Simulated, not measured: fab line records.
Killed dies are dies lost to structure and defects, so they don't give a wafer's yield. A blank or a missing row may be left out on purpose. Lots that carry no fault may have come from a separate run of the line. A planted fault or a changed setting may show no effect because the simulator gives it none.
Which tool was responsible? :: flow berkeley cmos170 :: Sampling: 14 lots, 42 wafers, 2 of 331 route steps

WHAT THE GAUGES SHOWED, per wafer
UCB170_NWELL_TW_MEAS_16. Usual: for NWELL_TW the level is 1253 and the standard deviation is 6.4.
lot: L134
measured: day 2 08:17
on: film metro-02
NWELL_TW: 1260 1266 1253
flag: 

lot: L133
measured: day 2 08:40
on: film metro-02
NWELL_TW: 1260 1263 1255
flag: 

lot: L136
measured: day 2 21:08
on: film metro-03
NWELL_TW: 1249 1247 1244
flag: 

lot: L139
measured: day 3 12:22
on: film metro-03
NWELL_TW: 1250 1245 1251
flag: 

lot: L142
measured: day 4 01:58
on: film metro-01
NWELL_TW: 1248 1244 1248
flag: 

lot: L143
measured: day 4 05:03
on: film metro-02
NWELL_TW: 1257 1255 1248
flag: 

lot: L145
measured: day 4 15:31
on: film metro-02
NWELL_TW: 1256 1259 1253
flag: 

lot: L146
measured: day 5 00:13
on: film metro-01
NWELL_TW: 1251 1256 1255
flag: 

lot: L150
measured: day 5 19:11
on: film metro-01
NWELL_TW: 1400 1399 1410
flag: OFF

lot: L151
measured: day 6 05:50
on: film metro-01
NWELL_TW: 1398 1404 1405
flag: OFF

lot: L153
measured: day 6 10:54
on: film metro-02
NWELL_TW: 1258 1260 1262
flag: 

lot: L154
measured: day 6 17:44
on: film metro-01
NWELL_TW: 1255 1258 1262
flag: 

lot: L155
measured: day 6 19:38
on: film metro-03
NWELL_TW: 1252 1249 1257
flag: 

lot: L156
measured: day 6 22:32
on: film metro-02
NWELL_TW: 1266 1256 1258
flag: 

WHICH TOOL RAN EACH LOT (tool, then ch and the chambers of the sampled wafers, then the start)
lot: L134
UCB170_NWELL_IMPLANT_14: implanter-01 ch 0, day 2 08:03

lot: L133
UCB170_NWELL_IMPLANT_14: implanter-03 ch 0, day 2 08:25

lot: L136
UCB170_NWELL_IMPLANT_14: implanter-01 ch 0, day 2 20:56

lot: L139
UCB170_NWELL_IMPLANT_14: implanter-02 ch 0, day 3 12:07

lot: L142
UCB170_NWELL_IMPLANT_14: implanter-02 ch 0, day 4 01:43

lot: L143
UCB170_NWELL_IMPLANT_14: implanter-03 ch 0, day 4 04:48

lot: L145
UCB170_NWELL_IMPLANT_14: implanter-03 ch 0, day 4 15:16

lot: L146
UCB170_NWELL_IMPLANT_14: implanter-02 ch 0, day 4 23:59

lot: L150
UCB170_NWELL_IMPLANT_14: implanter-02 ch 0, day 5 18:53

lot: L151
UCB170_NWELL_IMPLANT_14: implanter-02 ch 0, day 6 05:37

lot: L153
UCB170_NWELL_IMPLANT_14: implanter-01 ch 0, day 6 10:29

lot: L154
UCB170_NWELL_IMPLANT_14: implanter-01 ch 0, day 6 17:30

lot: L155
UCB170_NWELL_IMPLANT_14: implanter-01 ch 0, day 6 19:24

lot: L156
UCB170_NWELL_IMPLANT_14: implanter-01 ch 0, day 6 22:17
- UCB170_NWELL_IMPLANT_14

AS READ BY THE TOOLS THEMSELVES (means over the sampled wafers that have a number; for cases with no such wafer, the mark the record gives instead)
UCB170_NWELL_IMPLANT_14. Usual: dose ions cm2 1.0002e+13, standard deviation 1.1e+10; faraday current uA 31.6, standard deviation 0.62.
lot: L134
tool: implanter-01
dose ions cm2: 9.9997e+12
faraday current uA: 31.7
flag: 

lot: L133
tool: implanter-03
dose ions cm2: 9.9977e+12
faraday current uA: 31.8
flag: 

lot: L136
tool: implanter-01
dose ions cm2: 1.0007e+13
faraday current uA: 31.2
flag: 

lot: L139
tool: implanter-02
dose ions cm2: 1.0013e+13
faraday current uA: 32.0
flag: 

lot: L142
tool: implanter-02
dose ions cm2: 9.9983e+12
faraday current uA: 31.8
flag: 

lot: L143
tool: implanter-03
dose ions cm2: 9.9987e+12
faraday current uA: 31.8
flag: 

lot: L145
tool: implanter-03
dose ions cm2: 9.9923e+12
faraday current uA: 31.5
flag: 

lot: L146
tool: implanter-02
dose ions cm2: 9.9930e+12
faraday current uA: 32.2
flag: 

lot: L150
tool: implanter-02
dose ions cm2: 1.4100e+13
faraday current uA: 45.4
flag: OFF

lot: L151
tool: implanter-02
dose ions cm2: 1.4105e+13
faraday current uA: 44.0
flag: OFF

lot: L153
tool: implanter-01
dose ions cm2: 1.0001e+13
faraday current uA: 31.9
flag: 

lot: L154
tool: implanter-01
dose ions cm2: 9.9830e+12
faraday current uA: 31.7
flag: 

lot: L155
tool: implanter-01
dose ions cm2: 9.9950e+12
faraday current uA: 31.5
flag: 

lot: L156
tool: implanter-01
dose ions cm2: 1.0017e+13
faraday current uA: 31.5
flag: 

THE ANSWER, worked out from the rows above alone
Rule: take the mean of a lot's wafers that have a number; if it is more than 3 standard deviations from the usual mean, the lot is off. A lot without any number at a reading at which 4 lots or more have one is off too. All remaining lots with rows at the step are treated as sound. First the gauges in route order, then the tools' own readings, where a lot's mean is used as printed above. At the first step where some lot is off, the reading lying furthest off is the one used; lots without a number count as furthest.
Off: L150, L151, seen at UCB170_NWELL_TW_MEAS_16 (NWELL_TW).
A tool fits if, at a process step before that reading, it ran every lot that is off, and no sound lot after the first of them. The gauges at UCB170_NWELL_TW_MEAS_16 aren't tried: what is off there is off at UCB170_NWELL_IMPLANT_14 too, on other tools, and a gauge's error can't cause that. One candidate fits, namely implanter-02 at UCB170_NWELL_IMPLANT_14. A fault onset in the window from L146 (day 4 23:59, its last sound lot) to L150 (day 5 18:53, its first lot off) fits.
The tool's own readings at UCB170_NWELL_IMPLANT_14 bear it out: on the lots that are off they differ by more than 5 times the standard deviation of the sound lots' means. dose ions cm2 reads 1.4102e+13 there against 9.9996e+12 on the sound lots; faraday current uA reads 44.7 there against 31.7 on the sound lots.

WHAT HAD BEEN PUT IN BY THE SIMULATOR
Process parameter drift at UCB170_NWELL_IMPLANT_14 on implanter-02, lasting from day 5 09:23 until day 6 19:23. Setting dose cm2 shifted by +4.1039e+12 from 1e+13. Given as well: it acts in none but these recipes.
Shown lots that were struck: L150, L151. The rule above reached the same finding.
